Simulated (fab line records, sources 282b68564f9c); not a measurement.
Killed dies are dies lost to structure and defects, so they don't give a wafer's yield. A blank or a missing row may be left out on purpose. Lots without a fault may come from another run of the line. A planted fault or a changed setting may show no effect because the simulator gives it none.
One fault seen from 2 desks | flow rit_cmos | each desk has only its own numbers; what lay behind them comes last

THE TOOL OWNER'S DESK: litho_track-04
The tool's own readings at RIT_NWELL_DEVELOP_05 (develop time 68 s): means of the sampled wafers that have a number, for each lot that ran on this tool. A lot is out of limits, marked OUT, if its mean lies more than 4 standard deviations from the usual mean; the brackets give that distance.
Columns: A = chill_plate_temp_C at RIT_NWELL_DEVELOP_05, usual 22.99 C
lot  | first seen here | A
L496 | day 1 21:00     | 23.08
L497 | day 2 01:00     | 23.00
L503 | day 3 07:00     | 23.11
L507 | day 4 05:00     | 23.04
L516 | day 6 00:00     | 22.81
L517 | day 6 05:00     | 23.05
L519 | day 6 15:00     | 23.11
This desk's finding: nothing out of limits on any of the 7 lots.

THE METROLOGY DESK
What the gauges read, lot by lot, whatever tool the lot ran on: means of the sampled wafers that have a number. A lot is out of limits, marked OUT, if its mean lies more than 4 standard deviations from the usual mean; the brackets give that distance.
Columns: A = cd_nm at RIT_ACTIVE_CD_MEAS_90, usual 1400.6 nm; B = FOX2_OXIDE_THK at RIT_FOX2_THK_MEAS_01, usual 330 nm
lot  | first seen here | A      | B
L496 | day 1 15:01     | 1401.4 | 336
L497 | day 1 20:55     | 1400.0 | 344
L500 | day 2 11:10     | 1403.0 | 328
L501 | day 2 16:01     | 1399.9 | 331
L503 | day 3 02:13     | 1400.4 | 329
L504 | day 3 07:35     | 1399.7 | 333
L505 | day 3 12:01     | 1400.1 | 343
L507 | day 3 23:59     | 1400.2 | 328
L510 | day 4 13:53     | 1402.9 | 326
L511 | day 4 19:23     | 1399.8 | 327
L516 | day 5 19:01     | 1400.0 | 333
L517 | day 6 00:01     | 1398.8 | 329
L518 | day 6 05:08     | 1399.4 | 318
L519 | day 6 10:10     | 1399.1 | 330
This desk's finding: nothing out of limits on any of the 14 lots.

PUT TOGETHER
The tool owner's desk saw nothing out of limits.
The metrology desk saw nothing out of limits.

WHAT THE SIMULATOR HAD PUT IN
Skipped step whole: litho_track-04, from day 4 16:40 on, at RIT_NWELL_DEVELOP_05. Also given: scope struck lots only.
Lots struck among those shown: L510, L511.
